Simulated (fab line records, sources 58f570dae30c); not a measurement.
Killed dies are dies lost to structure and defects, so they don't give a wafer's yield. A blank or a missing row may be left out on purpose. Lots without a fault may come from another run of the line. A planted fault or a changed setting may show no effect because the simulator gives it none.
Which tool did it? | flow berkeley_cmos170 | 14 lots, 42 wafers sampled, at 3 steps of a route of 331

WHAT THE GAUGES READ, wafer by wafer
UCB170_M3_CD_MEAS_90: target cd 700 nm. Usual: cd_nm 699 nm, standard deviation 3.5.
lot  | measured     | on        | cd_nm (nm)  | flag
L840 | day 8 22:59  | cd_sem-02 | 699 697 698 |
L841 | day 9 00:24  | cd_sem-02 | 701 698 702 |
L843 | day 9 06:07  | cd_sem-02 | 698 707 698 |
L842 | day 9 07:26  | cd_sem-01 | - - -       | OFF
L846 | day 10 01:25 | cd_sem-01 | - - -       | OFF
L845 | day 10 02:22 | cd_sem-02 | 702 698 703 |
L847 | day 10 02:54 | cd_sem-02 | 696 701 696 |
L855 | day 11 22:27 | cd_sem-01 | 699 703 702 |
L856 | day 12 00:56 | cd_sem-01 | 703 702 697 |
L853 | day 12 01:12 | cd_sem-01 | 696 696 694 |
L854 | day 12 03:22 | cd_sem-02 | 691 698 691 |
L858 | day 12 15:13 | cd_sem-01 | 698 698 698 |
L859 | day 12 15:31 | cd_sem-01 | 698 697 699 |
L862 | day 13 20:43 | cd_sem-02 | 697 693 695 |

WHICH TOOL RAN EACH LOT (tool, then ch and the chambers of the sampled wafers, then the start)
lot  | UCB170_M3_ETCH_17                  | UCB170_M3_METAL_ETCH_18
L840 | rie_diel-03 ch 0,1,3, day 8 22:40  | rie_metal-02 ch 0,1, day 8 22:42
L841 | rie_diel-01 ch 2,3, day 8 23:53    | rie_metal-01 ch 0, day 8 23:56
L843 | rie_diel-02 ch 1,2,3, day 9 05:47  | rie_metal-01 ch 0,1, day 9 05:49
L842 | rie_diel-03 ch 0,3, day 9 07:06    | rie_metal-02 ch 0,1, day 9 07:08
L846 | rie_diel-03 ch 1,2,3, day 10 01:04 | rie_metal-03 ch 0,1, day 10 01:07
L845 | rie_diel-01 ch 0,2, day 10 02:01   | rie_metal-02 ch 0,1, day 10 02:04
L847 | rie_diel-02 ch 1,2,3, day 10 02:34 | rie_metal-01 ch 0,1, day 10 02:37
L855 | rie_diel-03 ch 0,1,3, day 11 22:05 | rie_metal-01 ch 0,1, day 11 22:11
L856 | rie_diel-02 ch 0,1,2, day 12 00:35 | rie_metal-03 ch 0,1, day 12 00:38
L853 | rie_diel-03 ch 0,1, day 12 00:52   | rie_metal-02 ch 0,1, day 12 00:55
L854 | rie_diel-03 ch 1,2,3, day 12 03:01 | rie_metal-03 ch 0,1, day 12 03:04
L858 | rie_diel-02 ch 1,2, day 12 14:50   | rie_metal-01 ch 0,1, day 12 14:57
L859 | rie_diel-03 ch 1,2, day 12 15:10   | rie_metal-03 ch 1, day 12 15:13
L862 | rie_diel-03 ch 1,3, day 13 20:23   | rie_metal-03 ch 0,1, day 13 20:26
- UCB170_M3_ETCH_17: etches BARC in N2/H2.
- UCB170_M3_METAL_ETCH_18: etches Al in Cl2/BCl3, stops on SiO2, target depth 1170 nm, time 195 s.

WHAT THE TOOLS THEMSELVES READ (means of the sampled wafers that have a number; where no wafer has one, the mark that the record gives instead)
UCB170_M3_ETCH_17. Usual: bias_w 100.0 W, standard deviation 0.31; chamber_pressure_mTorr 30.000 mTorr, standard deviation 0.027; drypump_motor_current_A 5.8 A, standard deviation 0.58; oes_product_au 0.998 a.u., standard deviation 0.022; throttle_valve_pct 13.27 %, standard deviation 0.15.
lot  | tool        | bias_w (W) | chamber_pressure_mTorr (mTorr) | drypump_motor_current_A (A) | oes_product_au (a.u.) | throttle_valve_pct (%) | flag
L840 | rie_diel-03 | 100.1      | 30.006                         | 6.0                         | 0.998                 | 13.36                  |
L841 | rie_diel-01 | 100.2      | 30.002                         | 5.1                         | 0.975                 | 13.03                  |
L843 | rie_diel-02 | 99.9       | 29.973                         | 5.8                         | 0.992                 | 13.09                  |
L842 | rie_diel-03 | -          | -                              | -                           | -                     | -                      | OFF
L846 | rie_diel-03 | -          | -                              | -                           | -                     | -                      | OFF
L845 | rie_diel-01 | 100.2      | 29.983                         | 5.3                         | 1.008                 | 13.18                  |
L847 | rie_diel-02 | 100.1      | 30.014                         | 5.8                         | 1.006                 | 13.10                  |
L855 | rie_diel-03 | 100.2      | 30.002                         | 5.9                         | 1.006                 | 13.35                  |
L856 | rie_diel-02 | 100.1      | 30.009                         | 5.6                         | 0.996                 | 13.29                  |
L853 | rie_diel-03 | 100.1      | 30.007                         | 6.4                         | 1.021                 | 13.36                  |
L854 | rie_diel-03 | 100.0      | 29.985                         | 6.0                         | 0.991                 | 13.32                  |
L858 | rie_diel-02 | 100.1      | 29.976                         | 5.5                         | 0.996                 | 13.20                  |
L859 | rie_diel-03 | 99.9       | 30.005                         | 6.4                         | 1.006                 | 13.32                  |
L862 | rie_diel-03 | 99.8       | 29.992                         | 5.5                         | 0.984                 | 13.36                  |

UCB170_M3_METAL_ETCH_18. Usual: bcl3_flow_sccm 45.00 sccm, standard deviation 0.14; bias_w 120.0 W, standard deviation 0.39; drypump_motor_current_A 5.6 A, standard deviation 0.46; oes_product_au 0.849 a.u., standard deviation 0.01; throttle_valve_pct 24.40 %, standard deviation 0.18.
lot  | tool         | bcl3_flow_sccm (sccm) | bias_w (W) | drypump_motor_current_A (A) | oes_product_au (a.u.) | throttle_valve_pct (%) | flag
L840 | rie_metal-02 | 45.03                 | 119.9      | 6.1                         | 0.854                 | 24.38                  |
L841 | rie_metal-01 | 44.91                 | 119.9      | 5.1                         | 0.835                 | 24.07                  |
L843 | rie_metal-01 | 45.13                 | 120.0      | 5.2                         | 0.847                 | 24.32                  |
L842 | rie_metal-02 | 44.91                 | 119.9      | 6.0                         | 0.376                 | 24.61                  | OFF
L846 | rie_metal-03 | 44.99                 | 120.4      | 5.9                         | 0.374                 | 24.72                  | OFF
L845 | rie_metal-02 | 44.98                 | 120.0      | 6.0                         | 0.844                 | 24.40                  |
L847 | rie_metal-01 | 44.98                 | 119.9      | 5.2                         | 0.854                 | 24.33                  |
L855 | rie_metal-01 | 45.22                 | 119.8      | 5.1                         | 0.845                 | 24.20                  |
L856 | rie_metal-03 | 44.86                 | 120.4      | 5.9                         | 0.856                 | 24.51                  |
L853 | rie_metal-02 | 44.91                 | 119.8      | 6.0                         | 0.845                 | 24.39                  |
L854 | rie_metal-03 | 44.97                 | 119.7      | 5.8                         | 0.853                 | 24.50                  |
L858 | rie_metal-01 | 45.02                 | 119.7      | 5.1                         | 0.837                 | 24.19                  |
L859 | rie_metal-03 | 44.94                 | 119.6      | 5.9                         | 0.853                 | 24.48                  |
L862 | rie_metal-03 | 45.16                 | 120.8      | 5.9                         | 0.848                 | 24.51                  |

THE ANSWER, worked out from the rows above alone
Rule: a lot is off if the mean of its wafers that have a number lies more than 3 standard deviations from the usual mean. A lot without any number at a reading at which 4 lots or more have one is off too. The other lots that the step has rows for count as sound. The gauges are gone through in route order, then the tools' own readings, and for those a lot's mean is taken as printed above. The first step at which some lot is off is used, and at that step the reading that is off furthest; a lot without a number counts as furthest.
Off: L842, L846, at UCB170_M3_CD_MEAS_90 (cd_nm). Without a number there: L842, L846.
A tool fits if, at a process step before that reading, it ran every lot that is off, and no sound lot after the first of them. The gauges at UCB170_M3_CD_MEAS_90 aren't tried: what is off there is off at UCB170_M3_ETCH_17 too, on other tools, and a gauge's error can't cause that. None of those tried fits.

WHAT THE SIMULATOR HAD PUT IN
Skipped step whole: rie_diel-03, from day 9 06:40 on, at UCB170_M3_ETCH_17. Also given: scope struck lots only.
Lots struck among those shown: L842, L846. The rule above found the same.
